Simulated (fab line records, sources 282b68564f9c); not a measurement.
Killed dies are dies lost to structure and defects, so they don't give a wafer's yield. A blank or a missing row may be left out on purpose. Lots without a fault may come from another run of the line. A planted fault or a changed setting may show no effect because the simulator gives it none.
fab line records | flow rit_cmos
record lots=7 wafers=21 last_day=7
route steps=202 shown ACTIVE@8 FOX1@20
lots that met no fault: from a run of the same line without faults
start_h: hours from the record's first day to the start of the lot's first wafer shown | wait_h: hours since the lot's step before | " the same as in the row above | L1.1+2: a row that stands for several wafers | - no value, or no start given | * or withheld: withheld | < > ~ a bound
route shown NAME@n: a module of which the file shows steps, and the number in the route of the first | usual: mean/standard deviation of fault-free wafers | same: alike in all rows | chamber/n: place in a boat | sites: the reading at each site | _std_site: their standard deviation | _edge_site: outer sites' mean less inner sites' | radius_mm: how far each site lies from the wafer's centre | mask NAME#n: copy n | behind: the tool/chamber that last shaped the wafer | hold: why the lot was held/for how many hours/how that ended | device: the transistor (n, p or np) that didn't switch | end of line: the same wafers' tests at the end of the route | a step without rows: its recipe alone | killed: dies lost to structure and defects at the first sort, not the wafer's yield | map: a wafer's dies, x killed, . not, _ none there
set.NAME: the setting as run; set.NAME@STEP: as run at that earlier step | model.NAME: the simulator's own value behind a step, which no gauge read
lots at some steps of the route; a table a step, a row a wafer
services: from which hour (start_h, from the record's first day; less than 0 if before it) a tool's chamber was out of use, for how many hours, and why
## steps
# step RIT_ACTIVE_SOFTBAKE_07
# recipe resist=NOVOLAK temp_c=90 time_s=60
# step RIT_ACTIVE_EXPOSE_08
# recipe mask_id=M1 na=0.6 source_shape=conventional sigma_outer=0.6 target_cd_nm=1400 dose_mj=225
# step RIT_ACTIVE_PEB_09
# recipe resist=NOVOLAK temp_c=withheld time_s=withheld
# step RIT_ACTIVE_DEVELOP_10
# recipe resist=NOVOLAK develop_time_s=50 dev_temp_c=23
# step RIT_ACTIVE_CD_MEAS_11
# recipe target_cd_nm=1400
# usual cd_nm=1400.1/1.9
# columns lot.wafer tool chamber start_h wait_h cd_nm
L963.3 cd_sem-02 - 50.31 - 1398.6
L963.4 " - " " 1398.3
L963.6 " - " " 1399.7
L964.1 cd_sem-02 - 54.56 - 1400.5
L964.2 " - " " 1401.9
L964.5 " - " " 1400.2
L965.2 cd_sem-01 - 59.57 - 1403.3
L965.4 " - " " 1401.7
L965.6 " - " " 1403.8
L966.1 cd_sem-01 - 66.25 - 1400.1
L966.3 " - " " 1400.0
L966.6 " - " " 1399.4
L974.1 cd_sem-01 - 108.10 - 1402.4
L974.5 " - " " 1404.3
L974.6 " - " " 1403.7
L978.1 cd_sem-01 - 126.28 - 1400.6
L978.2 " - " " 1400.1
L978.3 " - " " 1399.5
L979.1 cd_sem-01 - 129.89 - 1400.8
L979.3 " - " " 1399.6
L979.4 " - " " 1400.0
# step RIT_ACTIVE_HARDBAKE_12
# recipe resist=NOVOLAK temp_c=140 time_s=60
# step RIT_ACTIVE_ETCH_13
# recipe stop_on=SiO2 chemistry=SF6 target=Si3N4 time_s=210 over_etch_frac=0.4 SF6_flow_sccm=200 pressure_mtorr=260 rf_w=125 target_depth_a=2100
# usual chamber_pressure_mTorr=260.00/0.24 drypump_motor_current_A=5.8/0.47 oes_product_au=0.824/0.0099 throttle_valve_pct=7.47/0.14
# columns lot.wafer tool chamber start_h wait_h chamber_pressure_mTorr drypump_motor_current_A oes_product_au rf_hours_counter_h throttle_valve_pct
L963.3 rie_diel-04 3 50.54 0.1 260.33 6.5 0.824 120 7.49
L963.4 " 0 " " 260.08 5.2 0.816 25 7.60
L963.6 " 1 " " 260.00 6.0 0.817 - 7.38
L964.1 rie_diel-04 1 54.83 0.1 259.97 6.0 0.832 22 7.38
L964.2 " 3 " " 260.32 6.5 0.841 120 7.50
L964.5 " 3 " " 260.16 6.5 0.833 - 7.50
L965.2 rie_diel-03 0 59.82 0.1 259.95 5.9 0.822 103 7.58
L965.4 " 3 " " 260.20 5.3 0.812 14 7.51
L965.6 " 3 " " 259.53 5.3 0.815 - 7.51
L966.1 rie_diel-02 1 66.58 0.1 260.11 5.8 0.825 3 7.49
L966.3 " 3 " " 260.05 5.7 0.825 3 7.26
L966.6 " 3 " " 260.20 5.6 0.822 - 7.25
L974.1 rie_diel-02 1 108.37 0.1 260.02 5.8 0.820 3 7.50
L974.5 " 3 " " 260.14 5.7 0.819 - 7.25
L974.6 " 2 " " 259.86 6.6 0.844 - 7.32
L978.1 rie_diel-02 0 126.55 0.1 260.18 5.5 0.812 38 7.40
L978.2 " 3 " " 259.63 5.6 0.814 4 7.24
L978.3 " 1 " " 260.21 5.8 0.834 3 7.50
L979.1 rie_diel-03 2 130.16 0.1 259.53 5.0 0.827 43 7.71
L979.3 " 1 " " 259.71 6.3 0.828 77 7.51
L979.4 " 0 " " 260.17 5.8 0.821 104 7.56
# step RIT_ACTIVE_STRIP_14
# recipe chemistry=O2 time_s=180 resist=NOVOLAK platen_temp_c=withheld power_w=500 pressure_mtorr=4000 o2_flow_sccm=4000
# usual chamber_pressure_mTorr=4001/3.9 drypump_motor_current_A=5.8/0.48 rf_refl_power_W=7.0/1.6
# columns lot.wafer tool chamber start_h wait_h chamber_pressure_mTorr drypump_motor_current_A rf_hours_counter_h rf_refl_power_W
L963.3 plasma_asher-03 0 50.73 0.1 4002 5.2 - 6.8
L963.4 " 1 " " 4001 6.1 - 7.4
L963.6 " 0 " " 4002 5.1 - 7.0
L964.1 plasma_asher-02 0 54.97 0.1 4003 6.2 25 7.4
L964.2 " 1 " " 4006 5.1 25 5.4
L964.5 " 1 " " 3999 5.1 - 5.4
L965.2 plasma_asher-04 1 59.95 0.1 4003 6.3 43 4.8
L965.4 " 0 " " 4004 5.9 - 9.1
L965.6 " 0 " " 4004 5.8 - 9.5
L966.1 plasma_asher-04 0 66.71 0.1 4005 5.9 43 9.6
L966.3 " 0 " " 4001 5.9 - 9.8
L966.6 " 0 " " 3997 5.8 - 10.0
L974.1 plasma_asher-04 1 108.50 0.1 3994 6.3 47 4.9
L974.5 " 0 " " 3998 5.9 - 10.0
L974.6 " 1 " " 4001 6.3 - 4.7
L978.1 plasma_asher-02 1 126.68 0.1 4007 5.1 32 5.4
L978.2 " 0 " " 4000 6.1 32 7.8
L978.3 " 1 " " 4002 5.1 - 5.2
L979.1 plasma_asher-03 0 130.30 0.1 4005 5.1 50 7.2
L979.3 " 0 " " 4001 5.1 - 7.1
L979.4 " 1 " " 3998 6.1 - 7.3
# step RIT_ACTIVE_CD_MEAS_90
# recipe target_cd_nm=1400
# usual cd_nm=1400.1/1.9
# columns lot.wafer tool chamber start_h wait_h cd_nm
L963.3 cd_sem-01 - 50.89 0.1 1399.0
L963.4 " - " " 1398.9
L963.6 " - " " 1399.6
L964.1 cd_sem-02 - 55.14 0.1 1400.4
L964.2 " - " " 1402.0
L964.5 " - " " 1400.1
L965.2 cd_sem-01 - 60.15 0.1 1403.3
L965.4 " - " " 1401.8
L965.6 " - " " 1404.2
L966.1 cd_sem-01 - 66.88 0.1 1399.8
L966.3 " - " " 1399.9
L966.6 " - " " 1399.3
L974.1 cd_sem-02 - 108.67 0.1 1402.3
L974.5 " - " " 1404.7
L974.6 " - " " 1403.6
L978.1 cd_sem-02 - 126.85 0.1 1400.8
L978.2 " - " " 1400.0
L978.3 " - " " 1399.2
L979.1 cd_sem-02 - 130.47 0.1 1400.5
L979.3 " - " " 1399.8
L979.4 " - " " 1399.9
# step RIT_ACTIVE_CLEAN_15
# recipe chemistry=SC1 mix=3:3:50 time_s=600 temp_c=75
# step RIT_ACTIVE_CLEAN_16
# recipe chemistry=dHF dilution=50:1 time_s=30
# step RIT_ACTIVE_CLEAN_17
# recipe chemistry=SC2 mix=3:3:50 time_s=600 temp_c=75 dry=n2_spin
# step RIT_FOX1_OXIDATION_00
# recipe temp_c=1100 ambient=H2O target_thk_a=3507 p_h2o_torr=720 ox_time_s=1130
# usual ox_temp_c=1100.1/0.53 ox_temp_c_max=1104.9/1.8
# columns lot.wafer tool chamber start_h wait_h ox_temp_c ox_temp_c_max model.Si3N4_of_ACTIVE_CVD_03.thk_nm
L963.3 furnace-04 0 51.34 0.0 1100.5 1104.7 140.4
L963.4 " 0 " " 1100.5 1106.7 141.1
L963.6 " 0 " " 1099.9 1103.7 141.9
L964.1 furnace-01 - 57.74 2.1 - - 152.3
L964.2 " - " " - - 153.9
L964.5 " - " " - - 153.4
L965.2 furnace-04 - 61.45 0.8 - - 149.3
L965.4 " - " " - - 149
L965.6 " - " " - - 149.3
L966.1 furnace-04 - 70.07 2.7 - - 148.2
L966.3 " - " " - - 149.2
L966.6 " - " " - - 148.9
L974.1 furnace-04 0 109.16 0.0 1099.7 1104.6 140
L974.5 " 0 " " 1100.6 1104.0 142.2
L974.6 " 0 " " 1099.6 1102.3 141.2
L978.1 furnace-04 0 127.34 0.0 1100.0 1103.1 141.4
L978.2 " 0 " " 1099.7 1102.9 141.3
L978.3 " 0 " " 1100.0 1103.3 140.7
L979.1 furnace-02 0 130.96 0.0 1100.9 1104.9 144.7
L979.3 " 0 " " 1100.7 1104.5 143.9
L979.4 " 0 " " 1099.9 1104.7 143.5
# step RIT_FOX1_WET_ETCH_02
# recipe chemistry=BOE target_depth_nm=350 time_s=390 temp_c=21.5 dry=n2_spin dilution=10:1 target=SiO2
# columns lot.wafer tool chamber start_h wait_h model.Si3N4_of_ACTIVE_CVD_03.thk_nm
L963.3 wet_bench-01 1 52.71 0.0 135.7
L963.4 " 1 " " 136.3
L963.6 " 1 " " 137.1
L964.1 wet_bench-04 3 59.11 0.1 147.4
L964.2 " 3 " " 149
L964.5 " 3 " " 148.6
L965.2+6 wet_bench-02 3 62.82 0.0 144.5
L965.4 " 3 " " 144.2
L966.1 wet_bench-02 0 71.44 0.1 143.5
L966.3 " 0 " " 144.5
L966.6 " 0 " " 144.2
L974.1 wet_bench-04 3 110.53 0.1 135.3
L974.5 " 3 " " 137.5
L974.6 " 3 " " 136.4
L978.1 wet_bench-02 2 128.71 0.1 136.7
L978.2 " 2 " " 136.5
L978.3 " 2 " " 136
L979.1 wet_bench-04 3 132.33 0.1 140
L979.3 " 3 " " 139.3
L979.4 " 3 " " 138.8
## services
# columns tool chamber start_h hours kind
rie_diel-03 - 43.61 0.3 repair
rie_diel-04 - 44.32 1.1 repair
rie_diel-03 2 51.61 5.6 repair
furnace-02 - 66.27 3.9 pm
plasma_asher-04 - 71.89 1.8 repair
rie_diel-04 1 72.82 5.1 repair
rie_diel-03 3 79.51 4.0 repair
furnace-04 - 82.20 2.9 pm
furnace-04 - 85.07 8.7 pm
plasma_asher-03 - 86.78 4.0 pm
rie_diel-02 - 94.44 2.3 repair
rie_diel-03 - 102.42 0.3 repair
plasma_asher-04 - 108.75 9.0 pm
plasma_asher-04 0 108.75 9.0 vent_cycle
plasma_asher-04 1 108.75 9.0 vent_cycle
rie_diel-02 3 116.31 9.5 repair
plasma_asher-04 0 117.75 - clean
plasma_asher-04 1 117.75 - clean
plasma_asher-04 - 126.51 5.2 repair
## key
first_sign step=RIT_FOX1_OXIDATION_00 reading=tool_record direction=missing
effect none on later readings
model_effect step=RIT_FOX1_OXIDATION_00 value=Si3N4_of_ACTIVE_CVD_03.thk_nm without=143.8 struck=150.4
model_effect step=RIT_FOX1_WET_ETCH_02 value=Si3N4_of_ACTIVE_CVD_03.thk_nm without=139 struck=145.6
met_at RIT_FOX1_OXIDATION_00
struck_wafers L964.1,L964.2,L964.5,L965.2,L965.4,L965.6,L966.1,L966.3,L966.6
later_rows_left_out L964.1,L964.2,L964.5,L965.2,L965.4,L965.6,L966.1,L966.3,L966.6
sort_left_out L964.1,L964.2,L964.5,L965.2,L965.4,L965.6,L966.1,L966.3,L966.6
tester_left_out L964,L965,L966
onset_between 51.34 57.74
fault kind=skipped_step_whole tool=furnace-01,furnace-04 chamber=- onset_h=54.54 steps=RIT_FOX1_OXIDATION_00 scope=struck_lots_only
# tester_left_out: of these lots the tester's yield and bins aren't shown, on N5 and GAA mostly nor the transistor test; their killed dies are dies lost to structure and defects alone, not to doping, threshold or leakage, so they don't give the yield
# sort_left_out: the simulated sort isn't trusted on such a fault, so these wafers' sort isn't shown, and their yield isn't known
# later_rows_left_out: the simulator's readings of these wafers behind a module that went badly wrong aren't trusted and aren't shown, but for the sort
